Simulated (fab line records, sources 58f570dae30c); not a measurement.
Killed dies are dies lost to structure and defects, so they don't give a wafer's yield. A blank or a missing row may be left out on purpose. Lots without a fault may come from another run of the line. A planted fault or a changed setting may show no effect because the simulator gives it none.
fab line records | flow berkeley_cmos170
record lots=5 wafers=23
route steps=331 shown SDANNEAL@205 PSD@206 NSD@207 NLDD@209 SILICIDE@211 M1@242 M2@272 V2@302 M3@310
start_h: hours from the record's first day to the start of the lot's first wafer shown | wait_h: hours since the lot's step before | " the same as in the row above | L1.1+2: a row that stands for several wafers | - no value, or no start given | * or withheld: withheld | < > ~ a bound
route shown NAME@n: a module of which the file shows steps, and the number in the route of the first | usual: mean/standard deviation of fault-free wafers | same: alike in all rows | chamber/n: place in a boat | sites: the reading at each site | _std_site: their standard deviation | _edge_site: outer sites' mean less inner sites' | radius_mm: how far each site lies from the wafer's centre | mask NAME#n: copy n | behind: the tool/chamber that last shaped the wafer | hold: why the lot was held/for how many hours/how that ended | device: the transistor (n, p or np) that didn't switch | end of line: the same wafers' tests at the end of the route | a step without rows: its recipe alone | killed: dies lost to structure and defects at the first sort, not the wafer's yield | map: a wafer's dies, x killed, . not, _ none there
set.NAME: the setting as run; set.NAME@STEP: as run at that earlier step | model.NAME: the simulator's own value behind a step, which no gauge read
lots whose settings were changed on purpose; a table a step, a row a wafer
## steps
# step UCB170_SDANNEAL_RTA_01
# recipe temp_c=1050 time_s=5 ambient=N2
# columns lot.wafer tool chamber start_h wait_h set.time_s
L076.2+3+4 rtp_anneal-01 0 139.31 0.1 5
L081.1+3+6 rtp_anneal-01 0 170.23 0.1 5
L081.2+5 " 0 " " 4.395
L083.1+2+3+4+6 rtp_anneal-02 0 179.21 0.1 5
L082.1+5 rtp_anneal-01 0 180.28 0.1 4.547
L082.2+3+4 " 0 " " 5
L084.1+2+6 rtp_anneal-02 0 180.58 0.1 5
L084.4+5 " 0 " " 5.745
# step UCB170_SDANNEAL_RS_MEAS_02
# recipe thk_meas_gauge=four-point-probe
# usual PSD_RS=75.5/0.33
# columns lot.wafer tool chamber start_h wait_h set.dose_cm2@PSD_IMPLANT_08 set.time_s@SDANNEAL_RTA_01 PSD_RS[ohm/sq]
L076.2 film_metro-03 - 139.38 0.1 3e+15 5 75.6
L076.3 " - " " 3e+15 5 75.4
L076.4 " - " " 3e+15 5 75.5
L081.1 film_metro-01 - 170.29 0.0 3e+15 5 75.6
L081.2 " - " " 3e+15 4.395 77.7
L081.3 " - " " 3e+15 5 75.5
L081.5 " - " " 3e+15 4.395 77.8
L081.6 " - " " 3e+15 5 75.5
L083.1 film_metro-01 - 179.26 0.0 3e+15 5 75.6
L083.2 " - " " 3.095e+15 5 74.0
L083.3 " - " " 3e+15 5 75.6
L083.4 " - " " 3e+15 5 75.8
L083.6 " - " " 3.095e+15 5 74.0
L082.1 film_metro-04 - 180.34 0.0 2.864e+15 4.547 79.5
L082.2 " - " " 3e+15 5 75.1
L082.3 " - " " 3e+15 5 75.1
L082.4 " - " " 2.864e+15 5 78.2
L082.5 " - " " 3e+15 4.547 76.9
L084.1 film_metro-01 - 180.63 0.0 3e+15 5 75.3
L084.2 " - " " 2.92e+15 5 77.1
L084.4 " - " " 2.92e+15 5.745 74.8
L084.5 " - " " 3e+15 5.745 73.2
L084.6 " - " " 3e+15 5 75.7
# step UCB170_SDANNEAL_RS_MEAS_03
# recipe thk_meas_gauge=four-point-probe
# usual NSD_RS=37.28/0.072
# columns lot.wafer tool chamber start_h wait_h set.time_s@SDANNEAL_RTA_01 NSD_RS[ohm/sq]
L076.2 film_metro-03 - 139.50 0.1 5 37.22
L076.3 " - " " 5 37.26
L076.4 " - " " 5 37.33
L081.1 film_metro-01 - 170.41 0.1 5 37.25
L081.2 " - " " 4.395 37.60
L081.3 " - " " 5 37.34
L081.5 " - " " 4.395 37.52
L081.6 " - " " 5 37.20
L083.1 film_metro-01 - 179.38 0.1 5 37.35
L083.2 " - " " 5 37.27
L083.3 " - " " 5 37.29
L083.4 " - " " 5 37.45
L083.6 " - " " 5 37.44
L082.1 film_metro-04 - 180.46 0.1 4.547 37.68
L082.2 " - " " 5 37.30
L082.3 " - " " 5 37.20
L082.4 " - " " 5 37.35
L082.5 " - " " 4.547 37.71
L084.1 film_metro-01 - 180.75 0.1 5 37.29
L084.2 " - " " 5 37.34
L084.4 " - " " 5.745 36.87
L084.5 " - " " 5.745 36.82
L084.6 " - " " 5 37.37
# step UCB170_SDANNEAL_RS_MEAS_05
# recipe thk_meas_gauge=four-point-probe
# usual NLDD_RS=617.1/1.4
# columns lot.wafer tool chamber start_h wait_h set.dose_cm2@NLDD_IMPLANT_08 NLDD_RS[ohm/sq]
L076.2 film_metro-03 - 139.74 0.1 5e+13 616.5
L076.3 " - " " 5e+13 617.3
L076.4 " - " " 5e+13 618.3
L081.1 film_metro-01 - 170.65 0.1 5.288e+13 605.1
L081.2 " - " " 5e+13 616.1
L081.3 " - " " 5e+13 617.6
L081.5 " - " " 5.288e+13 605.8
L081.6 " - " " 5.288e+13 604.9
L083.1 film_metro-01 - 179.62 0.1 5e+13 616.8
L083.2 " - " " 5e+13 615.6
L083.3 " - " " 5e+13 616.3
L083.4 " - " " 5e+13 616.9
L083.6 " - " " 5e+13 616.1
L082.1 film_metro-04 - 180.70 0.1 4.766e+13 626.3
L082.2 " - " " 4.766e+13 626.8
L082.3 " - " " 5e+13 616.3
L082.4 " - " " 5e+13 616.1
L082.5 " - " " 5e+13 617.6
L084.1 film_metro-01 - 180.99 0.1 5e+13 614.6
L084.2 " - " " 5e+13 618.0
L084.4 " - " " 5e+13 619.3
L084.5 " - " " 5e+13 617.7
L084.6 " - " " 5e+13 617.6
# step UCB170_SILICIDE_SPUTTER_01
# recipe material=Ti target_thk_nm=30 time_s=25 power_w=1500 chamber_pressure_pa=0.5
# columns lot.wafer tool chamber start_h wait_h set.chamber_pressure_pa model.Ti_of_SILICIDE_SPUTTER_01.thk_nm
L076.2 pvd_sputter-01 - 139.90 0.0 0.5 30.14
L076.3 " - " " 0.5 29.96
L076.4 " - " " 0.5 29.63
L081.1 pvd_sputter-02 - 170.83 0.0 0.4533 31.2
L081.2 " - " " 0.4533 30.74
L081.3 " - " " 0.4533 30.86
L081.5 " - " " 0.4533 31.01
L081.6 " - " " 0.4533 30.99
L083.1 pvd_sputter-02 - 179.81 0.0 0.5334 29.53
L083.2 " - " " 0.5334 29.3
L083.3 " - " " 0.5334 29.49
L083.4 " - " " 0.5334 29.35
L083.6 " - " " 0.5334 29.47
L082.1 pvd_sputter-01 - 180.88 0.0 0.5 30.13
L082.2 " - " " 0.5 30.19
L082.3 " - " " 0.5 30.01
L082.4 " - " " 0.5 30.54
L082.5 " - " " 0.5 29.96
L084.1 pvd_sputter-02 - 181.18 0.0 0.474 30.22
L084.2 " - " " 0.474 30.39
L084.4 " - " " 0.474 30.31
L084.5 " - " " 0.474 30.11
L084.6 " - " " 0.474 30.19
# step UCB170_M1_COAT_04
# recipe resist=KrF spin_rpm=1500 resist_thk_nm=900
# columns lot.wafer tool chamber start_h wait_h set.resist_thk_nm model.KrF_of_M1_COAT_04.thk_nm
L076.2 litho_track-03 0 - - 900 903.2
L076.3 " 0 " " 900 901
L076.4 " 0 " " 900 902
L081.1 litho_track-04 0 - - 900 900.9
L081.2 " 0 " " 900 904.9
L081.3 " 0 " " 900 897.7
L081.5 " 0 " " 921.8 922.5
L081.6 " 0 " " 921.8 923.1
L083.1 litho_track-01 0 - - 949.2 950.2
L083.2 " 0 " " 900 899.7
L083.3 " 0 " " 900 902.3
L083.4 " 0 " " 949.2 948.1
L083.6 " 0 " " 900 900.3
L082.1 litho_track-03 0 - - 900 905.6
L082.2 " 0 " " 900 905.7
L082.3 " 0 " " 900 906.8
L082.4 " 0 " " 924.5 930.9
L082.5 " 0 " " 924.5 928.6
L084.1 litho_track-03 0 - - 900 899.2
L084.2 " 0 " " 900 902.3
L084.4 " 0 " " 900 902.6
L084.5 " 0 " " 900 900.5
L084.6 " 0 " " 900 901
# step UCB170_M2_SPUTTER_01
# recipe material=Al target_thk_nm=900 time_s=120 power_w=6000 chamber_pressure_pa=0.5
# columns lot.wafer tool chamber start_h wait_h set.time_s model.Al_of_M2_SPUTTER_01.thk_nm
L076.2 pvd_sputter-03 - 157.18 0.0 120 898.3
L076.3 " - " " 120 889.6
L076.4 " - " " 120 892.4
L081.1 pvd_sputter-03 - 187.51 0.0 120 894.4
L081.2 " - " " 125.5 935.8
L081.3 " - " " 125.5 943.2
L081.5 " - " " 120 899.3
L081.6 " - " " 120 891.4
L083.1 pvd_sputter-04 - 192.40 0.0 120 894.6
L083.2 " - " " 124.9 935.3
L083.3 " - " " 124.9 947.5
L083.4 " - " " 124.9 938.6
L083.6 " - " " 120 895.2
L082.1 pvd_sputter-01 - 195.83 0.0 120 922.5
L082.2 " - " " 126.8 967.6
L082.3 " - " " 126.8 977.5
L082.4 " - " " 120 914.7
L082.5 " - " " 126.8 974.5
L084.1 pvd_sputter-03 - 198.20 0.0 105.7 793.3
L084.2 " - " " 120 891.4
L084.4 " - " " 120 892.4
L084.5 " - " " 105.7 788.8
L084.6 " - " " 120 886.2
# step UCB170_M2_RS_MEAS_02
# recipe thk_meas_gauge=four-point-probe reads=Al_of_M2_SPUTTER_01
# usual M2_AL_RS=0.0321/0.00039
# columns lot.wafer tool chamber start_h wait_h set.time_s@M2_SPUTTER_01 M2_AL_RS[ohm/sq]
L076.2 film_metro-03 - 157.29 0.1 120 0.0323
L076.3 " - " " 120 0.0325
L076.4 " - " " 120 0.0324
L081.1 film_metro-02 - 187.60 0.0 120 0.0323
L081.2 " - " " 125.5 0.0309
L081.3 " - " " 125.5 0.0307
L081.5 " - " " 120 0.0321
L081.6 " - " " 120 0.0324
L083.1 film_metro-01 - 192.48 0.0 120 0.0324
L083.2 " - " " 124.9 0.0310
L083.3 " - " " 124.9 0.0305
L083.4 " - " " 124.9 0.0309
L083.6 " - " " 120 0.0324
L082.1 film_metro-02 - 195.91 0.0 120 0.0313
L082.2 " - " " 126.8 0.0298
L082.3 " - " " 126.8 0.0296
L082.4 " - " " 120 0.0316
L082.5 " - " " 126.8 0.0296
L084.1 film_metro-03 - 198.29 0.0 105.7 0.0366
L084.2 " - " " 120 0.0325
L084.4 " - " " 120 0.0325
L084.5 " - " " 105.7 0.0368
L084.6 " - " " 120 0.0327
# step UCB170_M2_THK_MEAS_03
# recipe thk_meas_gauge=xrf reads=Al_of_M2_SPUTTER_01
# usual M2_AL_THK=902/9.8
# columns lot.wafer tool chamber start_h wait_h set.time_s@M2_SPUTTER_01 M2_AL_THK[nm]
L076.2 film_metro-03 - 157.40 0.1 120 900
L076.3 " - " " 120 890
L076.4 " - " " 120 890
L081.1 film_metro-02 - 187.72 0.1 120 893
L081.2 " - " " 125.5 929
L081.3 " - " " 125.5 938
L081.5 " - " " 120 897
L081.6 " - " " 120 887
L083.1 film_metro-01 - 192.60 0.1 120 897
L083.2 " - " " 124.9 934
L083.3 " - " " 124.9 951
L083.4 " - " " 124.9 942
L083.6 " - " " 120 896
L082.1 film_metro-02 - 196.03 0.1 120 924
L082.2 " - " " 126.8 966
L082.3 " - " " 126.8 974
L082.4 " - " " 120 913
L082.5 " - " " 126.8 974
L084.1 film_metro-03 - 198.41 0.1 105.7 803
L084.2 " - " " 120 898
L084.4 " - " " 120 900
L084.5 " - " " 105.7 794
L084.6 " - " " 120 893
# step UCB170_M2_SOFTBAKE_06
# recipe resist=KrF temp_c=130 time_s=60
# columns lot.wafer tool chamber start_h wait_h set.time_s
L076.2+3+4 litho_track-02 0 157.77 0.1 60
L081.1+5 litho_track-03 0 188.79 0.1 60
L081.2+3+6 " 0 " " 63.65
L083.1+2+3+4+6 litho_track-03 0 192.96 0.1 60
L082.1+3+4 litho_track-02 0 196.43 0.1 60
L082.2+5 " 0 " " 66.99
L084.1+5+6 litho_track-02 0 198.79 0.1 64.23
L084.2+4 " 0 " " 60
# step UCB170_M2_STRIP_07
# recipe chemistry=O2 power_w=400 pressure_mtorr=3500 platen_temp_c=withheld o2_flow_sccm=400 overash_fraction=0.5
# step UCB170_M2_STRIP_08
# recipe chemistry=DMSO temp_c=80 time_s=600 material=KrF
# step UCB170_M2_ETCH_17
# recipe chemistry=N2/H2 target_depth_a=withheld overetch_a=withheld target=BARC time_s=withheld source_w=500 bias_w=100 pressure_mtorr=30 n2_flow_sccm=100 h2_flow_sccm=200
# step UCB170_M2_METAL_ETCH_18
# recipe chemistry=Cl2/BCl3 target=Al stop_on=SiO2 pressure_mtorr=12 target_depth_a=11700 over_etch_frac=0.3 time_s=195 icp_w=621.7 bias_w=120 Cl2_flow_sccm=90 bcl3_flow_sccm=45
# columns lot.wafer tool chamber start_h wait_h set.time_s@M2_SPUTTER_01 model.etch.depth_nm model.M2.feature_depth_nm
L076.2 rie_metal-01 0 159.34 - 120 898.3 957.5
L076.3 " 1 " " 120 889.6 946.6
L076.4 " 0 " " 120 892.4 951.6
L081.1 rie_metal-02 1 190.73 - 120 894.4 952.5
L081.2 " 1 " " 125.5 935.8 993.8
L081.3 " 1 " " 125.5 943.2 1002
L081.5 " 1 " " 120 899.3 957.3
L081.6 " 1 " " 120 891.4 949.5
L083.1 rie_metal-01 1 194.42 - 120 894.6 951.6
L083.2 " 0 " " 124.9 935.3 994.5
L083.3 " 0 " " 124.9 947.5 1007
L083.4 " 1 " " 124.9 938.6 995.7
L083.6 " 1 " " 120 895.2 952.4
L082.1 rie_metal-02 0 198.34 - 120 922.5 981.5
L082.2+3+5 " 0 " " 126.8 - -
L082.4 " 0 " " 120 - 973.7
L084.1+5 rie_metal-03 1 200.38 - 105.7 - -
L084.2 " 0 " " 120 - 949.6
L084.4 " 1 " " 120 892.4 951.4
L084.6 " 0 " " 120 886.2 944.4
# step UCB170_V2_PEB_10
# recipe peb_temp_c=130 peb_time_s=withheld resist=KrF
# columns lot.wafer tool chamber start_h wait_h set.peb_temp_c
L076.2+3+4 litho_track-02 0 161.90 0.6 130
L081.1+2+5 litho_track-02 0 193.04 0.1 126.8
L081.3+6 " 0 " " 130
L083.1+2+3+4+6 litho_track-02 0 197.03 0.7 130
L082.1+2 litho_track-04 0 200.90 0.5 130
L082.3+4+5 " 0 " " 133
L084.1+4+6 litho_track-04 0 202.29 0.1 130
L084.2+5 " 0 " " 127.3
# step UCB170_V2_DEVELOP_11
# recipe developer=TMAH develop_time_s=45 resist=KrF dev_temp_c=21
# step UCB170_V2_CD_MEAS_12
# recipe target_cd_nm=700
# usual cd_nm=700.1/1.2
# columns lot.wafer tool chamber start_h wait_h set.peb_temp_c@V2_PEB_10 cd_nm
L076.2 cd_sem-01 - 162.17 - 130 699.1
L076.3 " - " " 130 698.5
L076.4 " - " " 130 700.8
L081.1 cd_sem-01 - 193.32 - 126.8 676.6
L081.2 " - " " 126.8 676.2
L081.3 " - " " 130 700.2
L081.5 " - " " 126.8 675.9
L081.6 " - " " 130 699.1
L083.1 cd_sem-02 - 197.30 - 130 700.1
L083.2 " - " " 130 701.1
L083.3 " - " " 130 700.5
L083.4 " - " " 130 699.6
L083.6 " - " " 130 700.5
L082.1 cd_sem-02 - 201.18 - 130 700.1
L082.2 " - " " 130 700.0
L082.3 " - " " 133 718.6
L082.4 " - " " 133 718.4
L082.5 " - " " 133 716.8
L084.1 cd_sem-02 - 202.56 - 130 700.2
L084.2 " - " " 127.3 678.9
L084.4 " - " " 130 700.3
L084.5 " - " " 127.3 681.4
L084.6 " - " " 130 701.0
# step UCB170_V2_ETCH_14
# recipe chemistry=CHF3/CF4/Ar target=SiO2 stop_on=Al CHF3_flow_sccm=45 cf4_flow_sccm=15 Ar_flow_sccm=150 pressure_mtorr=200 rf_w=700 target_depth_a=12500 over_etch_frac=0.25 time_s=291
# columns lot.wafer tool chamber start_h wait_h set.peb_temp_c@V2_PEB_10 model.V2.cd_nm
L076.2+3 rie_diel-01 1,3 162.30 0.0 130 698.7
L076.4 " 0 " " 130 700.2
L081.1 rie_diel-01 2 193.47 0.0 126.8 676.8
L081.2 " 3 " " 126.8 676
L081.3 " 0 " " 130 700.3
L081.5 " 1 " " 126.8 675.9
L081.6 " 2 " " 130 699.7
L083.1 rie_diel-04 3 197.46 0.0 130 700.3
L083.2 " 0 " " 130 700.5
L083.3 " 2 " " 130 701.2
L083.4 " 1 " " 130 699.7
L083.6 " 1 " " 130 701.5
L082.1 rie_diel-03 2 201.33 0.0 130 700.1
L082.2 " 0 " " 130 700.3
L082.3 " 3 " " 133 718.9
L082.4 " 1 " " 133 718.2
L082.5 " 1 " " 133 716.9
L084.1 rie_diel-01 3 202.72 0.0 130 700.6
L084.2 " 2 " " 127.3 679.1
L084.4 " 0 " " 130 700.1
L084.5 " 2 " " 127.3 681.8
L084.6 " 1 " " 130 701
# step UCB170_V2_STRIP_15
# recipe chemistry=O2 power_w=400 pressure_mtorr=3500 platen_temp_c=withheld o2_flow_sccm=400 overash_fraction=0.5
# step UCB170_V2_CD_MEAS_90
# recipe target_cd_nm=700
# usual cd_nm=700.2/1.2
# columns lot.wafer tool chamber start_h wait_h set.peb_temp_c@V2_PEB_10 cd_nm
L076.2 cd_sem-02 - 162.60 0.1 130 698.8
L076.3 " - " " 130 698.7
L076.4 " - " " 130 700.5
L081.1 cd_sem-01 - 193.75 0.1 126.8 676.8
L081.2 " - " " 126.8 676.2
L081.3 " - " " 130 700.5
L081.5 " - " " 126.8 676.1
L081.6 " - " " 130 699.5
L083.1 cd_sem-01 - 197.73 0.1 130 700.3
L083.2 " - " " 130 700.2
L083.3 " - " " 130 701.3
L083.4 " - " " 130 699.6
L083.6 " - " " 130 701.2
L082.1 cd_sem-02 - 201.61 0.1 130 700.2
L082.2 " - " " 130 700.4
L082.3 " - " " 133 719.0
L082.4 " - " " 133 718.0
L082.5 " - " " 133 716.6
L084.1 cd_sem-01 - 203.00 0.1 130 700.5
L084.2 " - " " 127.3 679.3
L084.4 " - " " 130 700.3
L084.5 " - " " 127.3 681.5
L084.6 " - " " 130 700.7
# step UCB170_M3_SPUTTER_01
# recipe material=Al target_thk_nm=900 time_s=120 power_w=6000 chamber_pressure_pa=0.5
# columns lot.wafer tool chamber start_h wait_h set.time_s model.Al_of_M3_SPUTTER_01.thk_nm
L076.2 pvd_sputter-03 - 162.77 0.0 120 887.8
L076.3 " - " " 120 884.2
L076.4 " - " " 120 885.6
L081.1+6 pvd_sputter-04 - 193.94 0.0 120 905.4
L081.2 " - " " 120 908.1
L081.3 " - " " 120 909.9
L081.5 " - " " 120 897.5
L083.1 pvd_sputter-04 - 197.92 0.0 120 905.4
L083.2 " - " " 114.6 859.5
L083.3 " - " " 120 906.7
L083.4 " - " " 114.6 872.6
L083.6 " - " " 120 896.5
L082.1 pvd_sputter-03 - 201.80 0.0 120 909
L082.2 " - " " 120 913.6
L082.3 " - " " 104.9 803.5
L082.4 " - " " 104.9 789.7
L082.5 " - " " 120 894.4
L084.1 pvd_sputter-04 - 203.19 0.0 110.7 829.2
L084.2 " - " " 110.7 830.8
L084.4 " - " " 120 903.9
L084.5 " - " " 110.7 837.7
L084.6 " - " " 120 895.7
# step UCB170_M3_RS_MEAS_02
# recipe thk_meas_gauge=four-point-probe reads=Al_of_M3_SPUTTER_01
# usual M3_AL_RS=0.03219/0.00026
# columns lot.wafer tool chamber start_h wait_h set.time_s@M3_SPUTTER_01 M3_AL_RS[ohm/sq]
L076.2 film_metro-01 - 162.87 0.1 120 0.03262
L076.3 " - " " 120 0.03275
L076.4 " - " " 120 0.03275
L081.1 film_metro-01 - 194.02 0.0 120 0.03201
L081.2 " - " " 120 0.03192
L081.3 " - " " 120 0.03179
L081.5 " - " " 120 0.03222
L081.6 " - " " 120 0.032
L083.1 film_metro-01 - 198.00 0.0 120 0.03199
L083.2 " - " " 114.6 0.03375
L083.3 " - " " 120 0.03191
L083.4 " - " " 114.6 0.03328
L083.6 " - " " 120 0.03222
L082.1 film_metro-01 - 201.88 0.0 120 0.03192
L082.2 " - " " 120 0.03179
L082.3 " - " " 104.9 0.03612
L082.4 " - " " 104.9 0.03665
L082.5 " - " " 120 0.03241
L084.1 film_metro-03 - 203.27 0.0 110.7 0.03488
L084.2 " - " " 110.7 0.03492
L084.4 " - " " 120 0.03197
L084.5 " - " " 110.7 0.03467
L084.6 " - " " 120 0.03234
# step UCB170_M3_THK_MEAS_03
# recipe thk_meas_gauge=xrf reads=Al_of_M3_SPUTTER_01
# usual M3_AL_THK=901/8.4
# columns lot.wafer tool chamber start_h wait_h set.time_s@M3_SPUTTER_01 M3_AL_THK[nm]
L076.2 film_metro-01 - 162.98 0.1 120 891
L076.3 " - " " 120 885
L076.4 " - " " 120 886
L081.1 film_metro-01 - 194.14 0.1 120 906
L081.2 " - " " 120 908
L081.3 " - " " 120 912
L081.5 " - " " 120 902
L081.6 " - " " 120 908
L083.1 film_metro-01 - 198.12 0.1 120 909
L083.2 " - " " 114.6 865
L083.3 " - " " 120 911
L083.4 " - " " 114.6 875
L083.6 " - " " 120 900
L082.1 film_metro-01 - 202.00 0.1 120 909
L082.2 " - " " 120 916
L082.3 " - " " 104.9 803
L082.4 " - " " 104.9 792
L082.5 " - " " 120 902
L084.1 film_metro-03 - 203.39 0.1 110.7 836
L084.2 " - " " 110.7 836
L084.4 " - " " 120 908
L084.5 " - " " 110.7 843
L084.6 " - " " 120 907
## key
split step=UCB170_SDANNEAL_RTA_01 setting=time_s stated=5 by=wafer
response step=UCB170_SDANNEAL_RS_MEAS_03 reading=NSD_RS change=-0.0324 per=1% r=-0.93
response step=UCB170_SDANNEAL_RS_MEAS_02 reading=PSD_RS slope=-0.167 per=1% together_with=dose_cm2@PSD_IMPLANT_08 explained=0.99
split step=UCB170_SILICIDE_SPUTTER_01 setting=chamber_pressure_pa stated=0.5 by=lot
response step=UCB170_SILICIDE_SPUTTER_01 reading=model.Ti_of_SILICIDE_SPUTTER_01.thk_nm change=-0.0877 per=1% r=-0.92
split step=UCB170_M1_COAT_04 setting=resist_thk_nm stated=900 by=wafer
response step=UCB170_M1_COAT_04 reading=model.KrF_of_M1_COAT_04.thk_nm change=+8.83 per=1% r=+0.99
split step=UCB170_M2_SPUTTER_01 setting=time_s stated=120 by=wafer
response step=UCB170_M2_SPUTTER_01 reading=model.Al_of_M2_SPUTTER_01.thk_nm change=+8.87 per=1% r=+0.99
response step=UCB170_M2_RS_MEAS_02 reading=M2_AL_RS change=-0.000342 per=1% r=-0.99
response step=UCB170_M2_THK_MEAS_03 reading=M2_AL_THK change=+8.72 per=1% r=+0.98
response step=UCB170_M2_METAL_ETCH_18 reading=model.etch.depth_nm change=+10.3 per=1% r=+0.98
response step=UCB170_M2_METAL_ETCH_18 reading=model.M2.feature_depth_nm change=+10.5 per=1% r=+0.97
split step=UCB170_M2_SOFTBAKE_06 setting=time_s stated=60 by=wafer
response none clear
split step=UCB170_V2_PEB_10 setting=peb_temp_c stated=130 by=wafer
response step=UCB170_V2_CD_MEAS_12 reading=cd_nm change=+8.99 per=1% r=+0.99
response step=UCB170_V2_ETCH_14 reading=model.V2.cd_nm change=+9 per=1% r=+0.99
response step=UCB170_V2_CD_MEAS_90 reading=cd_nm change=+8.96 per=1% r=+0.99
split step=UCB170_M3_SPUTTER_01 setting=time_s stated=120 by=wafer
response step=UCB170_M3_SPUTTER_01 reading=model.Al_of_M3_SPUTTER_01.thk_nm change=+8.63 per=1% r=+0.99
response step=UCB170_M3_RS_MEAS_02 reading=M3_AL_RS change=-0.000344 per=1% r=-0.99
response step=UCB170_M3_THK_MEAS_03 reading=M3_AL_THK change=+8.83 per=1% r=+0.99
split outside_this_file step=UCB170_NLDD_IMPLANT_08 setting=dose_cm2
split outside_this_file step=UCB170_PSD_IMPLANT_08 setting=dose_cm2
# split outside_this_file: this setting was split too, and the file shows its column; the key of that split is in another file
